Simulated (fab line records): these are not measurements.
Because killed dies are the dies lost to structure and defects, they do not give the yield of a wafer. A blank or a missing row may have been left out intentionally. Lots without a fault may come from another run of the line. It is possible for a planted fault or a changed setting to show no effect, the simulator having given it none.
8D (eight disciplines) problem report, filled in by code || flow berkeley-cmos170 || the parts of the form that need people (team, actions taken, sign-off) are left out

1. PROBLEM STATEMENT
oes-product-au at UCB170_M2_ETCH_17 reads a mean of 1.143 a.u. on 1 wafer of 1 lot; wafers without a fault read 1.004 a.u. with a standard deviation of 0.019. That is +7.3 standard deviations from the usual mean.
The step: etches BARC in N2/H2.
First seen on wafer L253.3, day 11 01:30, on rie-diel-02. The record holds 39 wafers of 13 lots with a number at this step. By rule, "out" or "out of limits" means more than 4 standard deviations away from the usual mean. The other wafers with a number count as sound.

2. WHAT THIS IS AND IS NOT
{"question": "which readings at this step", "is": "oes-product-au", "is not": "drypump-motor-current-A, throttle-valve-pct"}
{"question": "which lots", "is": "L253", "is not": "L236, L237, L238, L239, L240, L241, L242, L243, L244, L257, L258, L259"}
{"question": "which wafers of those lots", "is": "L253.3", "is not": "L253.2, L253.5"}
{"question": "read on which tools", "is": "rie-diel-02", "is not": "rie-diel-01, rie-diel-03"}
{"question": "when", "is": "from day 11 01:30", "is not": "up to then (29 sound wafers); but 9 sound wafers of L257, L258, L259 came after"}

3. THE SUSPECTS, EACH WITH WHAT RULES IT OUT
Counting: a tool at a process step up to the reading stays a suspect if it ran every lot that is out. Sound lots after the first of them don't rule it out here, since some wafers of a struck lot are sound.
- rie-diel-02 at UCB170_M2_ETCH_17 (etches BARC in N2/H2): kept. It ran the lot that is out, L253 (day 11 01:30); its last sound lot up to then is L241 (day 9 06:59). On those wafers its own readings are out: oes-product-au.
- At UCB170_M2_ETCH_17 on rie-diel-02, chamber 3 took the sound wafers of the same lots and chamber 0 took the wafers that are out.
Remaining after the count: rie-diel-02 at UCB170_M2_ETCH_17.

4. THE CAUSE (what the simulator had put in)
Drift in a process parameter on rie-diel-02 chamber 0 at UCB170_M2_ETCH_17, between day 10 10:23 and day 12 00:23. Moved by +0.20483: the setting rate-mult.
This tool alone remained once counting was done.

5. THE CHAIN OF EFFECTS, in route order
One row per reading whose mean, taken over the struck wafers that have a number, lies over 3 standard deviations from the usual. Only readings whose record carries a usual standard deviation are examined. hours: median over the lots of the time between each lot's start at the first step of this table that gives one and its start at this step. sigmas: the change, counted in usual standard deviations.
{"hours": 0, "step": "UCB170_M2_ETCH_17", "reading": "oes-product-au", "usual": "1.004 a.u.", "on struck wafers": 1.143, "change": "+0.139", "sigmas": "+7.3"}
Process steps it contains:
- UCB170_M2_ETCH_17: etches BARC in N2/H2.

6. WHAT WOULD HAVE CAUGHT IT SOONER
In this record no reading fell out of limits until day 11 01:30, 15 hours after the fault had begun at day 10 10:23.
